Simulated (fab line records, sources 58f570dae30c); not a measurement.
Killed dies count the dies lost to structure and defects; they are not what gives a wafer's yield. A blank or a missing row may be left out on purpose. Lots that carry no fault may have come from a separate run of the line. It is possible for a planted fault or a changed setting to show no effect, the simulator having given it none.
What tool caused it? || flow berkeleyCmos170 || 6 lots, 18 wafers sampled, at 4 steps of a route of 331

== WHAT THE GAUGES SHOWED, per wafer ==
UCB170_ACTIVE_CD_MEAS_13: target cd 1200 nm.
{"lot": "L370", "measured": "day 5 16:16", "on": "cdSem-01", "cdNm (nm)": "1198.9 1199.2 1198.7"}
{"lot": "L372", "measured": "day 5 16:10", "on": "cdSem-01", "cdNm (nm)": "1200.9 1200.7 1200.3"}
{"lot": "L374", "measured": "day 5 15:47", "on": "cdSem-01", "cdNm (nm)": "1200.4 1200.1 1199.7"}
{"lot": "L378", "measured": "day 6 21:49", "on": "cdSem-02", "cdNm (nm)": "1199.2 1199.3 1199.0"}
{"lot": "L382", "measured": "day 7 14:47", "on": "cdSem-02", "cdNm (nm)": "1200.0 1200.1 1201.2"}
{"lot": "L384", "measured": "day 8 05:09", "on": "cdSem-02", "cdNm (nm)": "1202.7 1201.5 1201.7"}

== WHICH TOOL RAN EACH LOT (tool, then ch and the chambers of the sampled wafers, then the start) ==
{"lot": "L370", "UCB170_ZERO_STRIP_07": "plasmaAsher-03 ch 0,1, day 2 11:38", "UCB170_NWELL_ETCH_13": "rieDiel-01 ch 0,1,2, day 3 02:23", "UCB170_ACTIVE_EXPOSE_10": "krfScanner-01 ch 0, day 5 15:21"}
{"lot": "L372", "UCB170_ZERO_STRIP_07": "plasmaAsher-03 ch 0,1, day 2 12:01", "UCB170_NWELL_ETCH_13": "rieDiel-03 ch 0,1,3, day 3 02:22", "UCB170_ACTIVE_EXPOSE_10": "krfScanner-01 ch 0, day 5 15:15"}
{"lot": "L374", "UCB170_ZERO_STRIP_07": "plasmaAsher-01 ch 0,1, day 2 19:43", "UCB170_NWELL_ETCH_13": "rieDiel-02 ch 0,2,3, day 3 11:04", "UCB170_ACTIVE_EXPOSE_10": "krfScanner-01 ch 0, day 5 15:00"}
{"lot": "L378", "UCB170_ZERO_STRIP_07": "plasmaAsher-04 ch 0,1, day 3 17:55", "UCB170_NWELL_ETCH_13": "rieDiel-01 ch 1,2,3, day 4 10:40", "UCB170_ACTIVE_EXPOSE_10": "krfScanner-02 ch 0, day 6 21:25"}
{"lot": "L382", "UCB170_ZERO_STRIP_07": "plasmaAsher-04 ch 0,1, day 4 20:31", "UCB170_NWELL_ETCH_13": "rieDiel-02 ch 2,3, day 5 12:41", "UCB170_ACTIVE_EXPOSE_10": "krfScanner-02 ch 0, day 7 14:14"}
{"lot": "L384", "UCB170_ZERO_STRIP_07": "plasmaAsher-04 ch 0,1, day 5 05:06", "UCB170_NWELL_ETCH_13": "rieDiel-02 ch 0,3, day 5 21:48", "UCB170_ACTIVE_EXPOSE_10": "krfScanner-01 ch 0, day 8 04:29"}
- UCB170_ZERO_STRIP_07: strips in O2.
- UCB170_NWELL_ETCH_13: etches Si3N4 in CH3F/Ar/O2, stops on SiO2, target depth 246.4 nm, time 154 s.
- UCB170_ACTIVE_EXPOSE_10: exposes mask ACTIVE, target cd 1200 nm.

== THE ANSWER, worked out from the rows above alone ==
Rule: the usual values come from the lots themselves. Put in order of their means at a reading, lots are off if they are a third of the lots or fewer, leave a main group of 4 or more, and stand apart from it by a gap of 3 or more times the standard deviation of the main group's means; of several such gaps the widest counts. Not used: any main group whose means are identical at the precision the tables above print for the reading. A lot without any number at a reading at which 4 lots or more have one is off too. Where the step has rows for the other lots, those lots are counted as sound.
Across all readings shown, no lot is off: no conclusion can be drawn from this.

== WHAT HAD BEEN PUT IN BY THE SIMULATOR ==
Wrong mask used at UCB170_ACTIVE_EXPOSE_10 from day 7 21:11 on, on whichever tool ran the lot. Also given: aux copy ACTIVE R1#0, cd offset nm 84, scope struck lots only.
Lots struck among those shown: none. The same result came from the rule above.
